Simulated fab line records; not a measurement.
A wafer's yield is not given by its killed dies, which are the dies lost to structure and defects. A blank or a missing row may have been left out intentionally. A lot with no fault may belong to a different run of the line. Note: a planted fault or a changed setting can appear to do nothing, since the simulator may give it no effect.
Which tool is to blame? ; flow ritCmos ; 13 lots with 39 wafers sampled at 3 steps, on a route of 202 steps

WHAT THE GAUGES READ, wafer by wafer
RIT_M1_RS_MEAS_01: a four-point-probe measurement. Usual: M1_AL_RS 0.0736 ohm/sq, standard deviation 0.00065.
lot;measured;on;M1_AL_RS (ohm/sq);flag
L585;day 3 05:24;filmMetro-03;0.0729 0.0734 0.0736;
L586;day 3 10:43;filmMetro-03;0.0735 0.0727 0.0739;
L587;day 3 15:28;filmMetro-01;0.0735 0.0743 0.0745;
L588;day 3 20:18;filmMetro-04;0.0739 0.0733 0.0735;
L589;day 4 00:07;filmMetro-01;0.0736 0.0746 0.0745;
L590;day 4 06:55;filmMetro-04;0.0745 0.0737 0.0733;
L595;day 5 08:14;filmMetro-04;0.0745 0.0739 0.0738;
L596;day 5 11:35;filmMetro-03;0.0739 0.0471 0.0740;OFF
L598;day 6 02:22;filmMetro-01;0.0738 0.0738 0.0739;
L602;day 6 18:01;filmMetro-01;0.0733 0.0736 0.0733;
L604;day 7 05:20;filmMetro-01;0.0716 0.0727 0.0716;
L605;day 7 13:41;filmMetro-04;0.0735 0.0737 0.0745;
L607;day 7 21:12;filmMetro-01;0.0740 0.0734 0.0734;

RIT_M1_THK_MEAS_02: measures by xrf. Usual: M1_AL_THK 405 nm, standard deviation 3.9.
lot;measured;on;M1_AL_THK (nm);flag
L585;day 3 05:30;filmMetro-03;407 405 403;
L586;day 3 10:50;filmMetro-03;406 407 401;
L587;day 3 15:35;filmMetro-01;406 399 400;
L588;day 3 20:25;filmMetro-04;404 406 404;
L589;day 4 00:14;filmMetro-01;405 403 404;
L590;day 4 07:02;filmMetro-04;399 402 407;
L595;day 5 08:21;filmMetro-04;401 403 405;
L596;day 5 11:43;filmMetro-03;404 627 402;OFF
L598;day 6 02:28;filmMetro-01;404 403 405;
L602;day 6 18:08;filmMetro-01;406 407 409;
L604;day 7 05:26;filmMetro-01;414 408 417;
L605;day 7 13:46;filmMetro-04;404 405 400;
L607;day 7 21:19;filmMetro-01;407 407 407;

TOOL THAT RAN EACH LOT (tool first, then ch and the chambers of the sampled wafers, then the start)
lot;RIT_M1_SPUTTER_00
L585;pvdSputter-03, day 3 05:04
L586;pvdSputter-03, day 3 10:25
L587;pvdSputter-01, day 3 15:09
L588;pvdSputter-03, day 3 20:01
L589;pvdSputter-01, day 3 23:50
L590;pvdSputter-03, day 4 06:38
L595;pvdSputter-01, day 5 07:56
L596;pvdSputter-03, day 5 11:18
L598;pvdSputter-01, day 6 02:02
L602;pvdSputter-01, day 6 17:43
L604;pvdSputter-01, day 7 05:01
L605;pvdSputter-02, day 7 13:20
L607;pvdSputter-02, day 7 20:54
- RIT_M1_SPUTTER_00: material Al, target thk 400 nm, time 500 s.

WHAT THE TOOLS THEMSELVES READ (means of the sampled wafers that have a number; where no wafer has one, the mark that the record gives instead)
RIT_M1_SPUTTER_00. Usual: cathodeDcPowerW 2000.0 W, standard deviation 0.35; throttleValvePct 29.9 %, standard deviation 0.9.
lot;tool;cathodeDcPowerW (W);throttleValvePct (%);flag
L585;pvdSputter-03;1999.5;29.4;
L586;pvdSputter-03;2000.1;29.3;
L587;pvdSputter-01;2000.0;29.9;
L588;pvdSputter-03;1999.9;29.7;
L589;pvdSputter-01;2000.1;29.6;
L590;pvdSputter-03;1999.9;29.6;
L595;pvdSputter-01;2000.1;30.8;
L596;pvdSputter-03;2374.8;29.4;OFF
L598;pvdSputter-01;2000.4;30.2;
L602;pvdSputter-01;2000.2;30.2;
L604;pvdSputter-01;2000.1;30.5;
L605;pvdSputter-02;2000.2;30.5;
L607;pvdSputter-02;2000.0;30.1;

THE ANSWER, worked out from the rows above alone
Rule: lot off if the mean of its wafers having a number is beyond 3 standard deviations from the usual mean. A lot without any number at a reading at which 4 lots or more have one is off too. The other lots that the step has rows for count as sound. Order of review: gauges by route order, followed by the tools' own readings, for which a lot's mean as printed above is used. The first step at which some lot is off is used, and at that step the reading that is off furthest; a lot without a number counts as furthest.
Off: L596, at RIT_M1_RS_MEAS_01 (M1_AL_RS).
A tool fits if, at a process step before that reading, it ran every lot that is off, and no sound lot after the first of them. The gauges at RIT_M1_RS_MEAS_01 aren't tried: what is off there is off at RIT_M1_SPUTTER_00 too, on other tools, and a gauge's error can't cause that. One fits: RIT_M1_SPUTTER_00 on pvdSputter-03. Its last sound lot is L590 (day 4 06:38), its first lot that is off L596 (day 5 11:18): a fault that began between those two fits.
On the lots that are off, the tool's own readings at RIT_M1_SPUTTER_00 differ by more than 5 times the standard deviation of the sound lots' means, which bears it out; cathodeDcPowerW reads 2374.8 W there versus 2000.0 W on the sound lots.

WHAT THE SIMULATOR HAD INSERTED
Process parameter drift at RIT_M1_SPUTTER_00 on pvdSputter-03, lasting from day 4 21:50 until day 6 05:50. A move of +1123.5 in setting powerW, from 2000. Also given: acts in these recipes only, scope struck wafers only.
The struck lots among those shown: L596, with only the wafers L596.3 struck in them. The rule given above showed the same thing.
